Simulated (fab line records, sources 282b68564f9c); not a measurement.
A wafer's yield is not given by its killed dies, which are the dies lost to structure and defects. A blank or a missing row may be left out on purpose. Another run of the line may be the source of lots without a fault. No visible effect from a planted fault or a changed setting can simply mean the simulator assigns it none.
Split-lot experiment / flow ritCmos / 23 wafers read across 5 lots, on a route 202 steps long

THE SPLIT ITSELF
At RIT_CONTACT_CVD_00 (deposits SiO2 from TEOS, target thk 400 nm, time 61 s), the setting timeS was moved away from the recipe's 61 s on 7 of the 23 wafers read, by -7.0% to +13.6%. All remaining wafers had this setting at the recipe value.

There is no step in the file separating the split from the reading.

THE READING
At RIT_CONTACT_THK_MEAS_01: CONTACT_TEOS_THK, given in nm. Fault-free wafers of this fab line usually give 400 nm, standard deviation 4.7 nm.

wafer=L078.1; tool, chamber at the split=pecvd-04, 0; timeS as run, s=61; against the recipe=recipe; CONTACT_TEOS_THK, nm=398; against lot-mates on the recipe=-
wafer=L078.5; tool, chamber at the split=pecvd-04, 1; timeS as run, s=61; against the recipe=recipe; CONTACT_TEOS_THK, nm=405; against lot-mates on the recipe=-
wafer=L078.6; tool, chamber at the split=pecvd-04, 0; timeS as run, s=61; against the recipe=recipe; CONTACT_TEOS_THK, nm=404; against lot-mates on the recipe=-
wafer=L079.1; tool, chamber at the split=pecvd-01, 1; timeS as run, s=61; against the recipe=recipe; CONTACT_TEOS_THK, nm=400; against lot-mates on the recipe=-
wafer=L079.3; tool, chamber at the split=pecvd-01, 0; timeS as run, s=61; against the recipe=recipe; CONTACT_TEOS_THK, nm=395; against lot-mates on the recipe=-
wafer=L079.4; tool, chamber at the split=pecvd-01, 1; timeS as run, s=69.3; against the recipe=+13.6%; CONTACT_TEOS_THK, nm=460; against lot-mates on the recipe=+60
wafer=L079.5; tool, chamber at the split=pecvd-01, 2; timeS as run, s=69.3; against the recipe=+13.6%; CONTACT_TEOS_THK, nm=466; against lot-mates on the recipe=+66
wafer=L079.6; tool, chamber at the split=pecvd-01, 0; timeS as run, s=61; against the recipe=recipe; CONTACT_TEOS_THK, nm=406; against lot-mates on the recipe=-
wafer=L081.1; tool, chamber at the split=pecvd-04, 2; timeS as run, s=56.74; against the recipe=-7.0%; CONTACT_TEOS_THK, nm=367; against lot-mates on the recipe=-27
wafer=L081.2; tool, chamber at the split=pecvd-04, 0; timeS as run, s=61; against the recipe=recipe; CONTACT_TEOS_THK, nm=391; against lot-mates on the recipe=-
wafer=L081.3; tool, chamber at the split=pecvd-04, 0; timeS as run, s=61; against the recipe=recipe; CONTACT_TEOS_THK, nm=391; against lot-mates on the recipe=-
wafer=L081.5; tool, chamber at the split=pecvd-04, 0; timeS as run, s=56.74; against the recipe=-7.0%; CONTACT_TEOS_THK, nm=370; against lot-mates on the recipe=-24
wafer=L081.6; tool, chamber at the split=pecvd-04, 2; timeS as run, s=61; against the recipe=recipe; CONTACT_TEOS_THK, nm=400; against lot-mates on the recipe=-
wafer=L083.1; tool, chamber at the split=pecvd-03, 2; timeS as run, s=61; against the recipe=recipe; CONTACT_TEOS_THK, nm=400; against lot-mates on the recipe=-
wafer=L083.2; tool, chamber at the split=pecvd-03, 1; timeS as run, s=63.82; against the recipe=+4.6%; CONTACT_TEOS_THK, nm=415; against lot-mates on the recipe=+10
wafer=L083.4; tool, chamber at the split=pecvd-03, 0; timeS as run, s=61; against the recipe=recipe; CONTACT_TEOS_THK, nm=411; against lot-mates on the recipe=-
wafer=L083.5; tool, chamber at the split=pecvd-03, 2; timeS as run, s=63.82; against the recipe=+4.6%; CONTACT_TEOS_THK, nm=421; against lot-mates on the recipe=+16
wafer=L083.6; tool, chamber at the split=pecvd-03, 1; timeS as run, s=63.82; against the recipe=+4.6%; CONTACT_TEOS_THK, nm=422; against lot-mates on the recipe=+16
wafer=L085.1; tool, chamber at the split=pecvd-01, 2; timeS as run, s=61; against the recipe=recipe; CONTACT_TEOS_THK, nm=396; against lot-mates on the recipe=-
wafer=L085.2; tool, chamber at the split=pecvd-01, 1; timeS as run, s=61; against the recipe=recipe; CONTACT_TEOS_THK, nm=396; against lot-mates on the recipe=-
wafer=L085.3; tool, chamber at the split=pecvd-01, 0; timeS as run, s=61; against the recipe=recipe; CONTACT_TEOS_THK, nm=397; against lot-mates on the recipe=-
wafer=L085.4; tool, chamber at the split=pecvd-01, 1; timeS as run, s=61; against the recipe=recipe; CONTACT_TEOS_THK, nm=406; against lot-mates on the recipe=-
wafer=L085.5; tool, chamber at the split=pecvd-01, 2; timeS as run, s=61; against the recipe=recipe; CONTACT_TEOS_THK, nm=405; against lot-mates on the recipe=-

FIT RESULTS
A straight line over all 23 wafers: CONTACT_TEOS_THK changes by +4.56 nm for each +1% of timeS; r = +0.97; the points scatter about the line by 5.1 nm.
The same after taking each lot's own level away (the mean of its wafers on the recipe; 23 wafers): +4.23 nm for each +1%; r = +0.97; scatter 5.1 nm.
That fit puts the effect of the largest move of timeS on the reading at 58 nm.
The span of the lots' own levels, 394.0 to 405.5 nm, comes to 2.4 times the standard deviation stated above.
So the lot-to-lot level changes the slope little: the two slopes agree.
Check: with one of the wafers moved furthest among these (+13.6%) left out of the fit, the line predicts +56.6 nm for it against its lot-mates. It came out at +59.7 nm against them.

OTHER SPLITS APPLIED TO THESE WAFERS
Note: prior to the reading, these wafers also went through further splits. Each is held against what the fit with the lots' levels taken away leaves over:
other split on the same wafers=RIT_GATE_CLEAN_02 timeS; wafers away from the commonest value=15; r with CONTACT_TEOS_THK (lot level and that fit taken away)=+0.04
other split on the same wafers=RIT_GATE_EXPOSE_13 doseMj; wafers away from the commonest value=4; r with CONTACT_TEOS_THK (lot level and that fit taken away)=-0.03
other split on the same wafers=RIT_GATE_ETCH_19 rfW; wafers away from the commonest value=6; r with CONTACT_TEOS_THK (lot level and that fit taken away)=-0.01
other split on the same wafers=RIT_REOX_CLEAN_01 timeS; wafers away from the commonest value=10; r with CONTACT_TEOS_THK (lot level and that fit taken away)=+0.11
other split on the same wafers=RIT_NLDD_IMPLANT_08 energyKev; wafers away from the commonest value=6; r with CONTACT_TEOS_THK (lot level and that fit taken away)=-0.24
other split on the same wafers=RIT_SPACER_CVD_03 pressureMtorr; wafers away from the commonest value=18; r with CONTACT_TEOS_THK (lot level and that fit taken away)=-0.30
other split on the same wafers=RIT_NSD_COAT_01 spinRpm; wafers away from the commonest value=8; r with CONTACT_TEOS_THK (lot level and that fit taken away)=-0.46
other split on the same wafers=RIT_SILICIDE_SPUTTER_01 powerW; wafers away from the commonest value=10; r with CONTACT_TEOS_THK (lot level and that fit taken away)=-0.09

THE WHOLE CHAIN: every reading that the file lists as answering this split, in the file's order
step=RIT_CONTACT_CVD_00; what it does=deposits SiO2 from TEOS, target thk 400 nm, time 61 s; reading=SiO2_of_CONTACT_CVD_00.thkNm (the simulator's own value, which no gauge read); change (the file's fit)=+4.3 nm for each +1% of the setting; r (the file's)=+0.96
step=RIT_CONTACT_THK_MEAS_01; what it does=; reading=CONTACT_TEOS_THK; change (the file's fit)=+4.26 for each +1% of the setting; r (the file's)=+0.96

THE FILE'S OWN FIT
CONTACT_TEOS_THK changes by +4.26 nm for each +1% of timeS, r = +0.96.
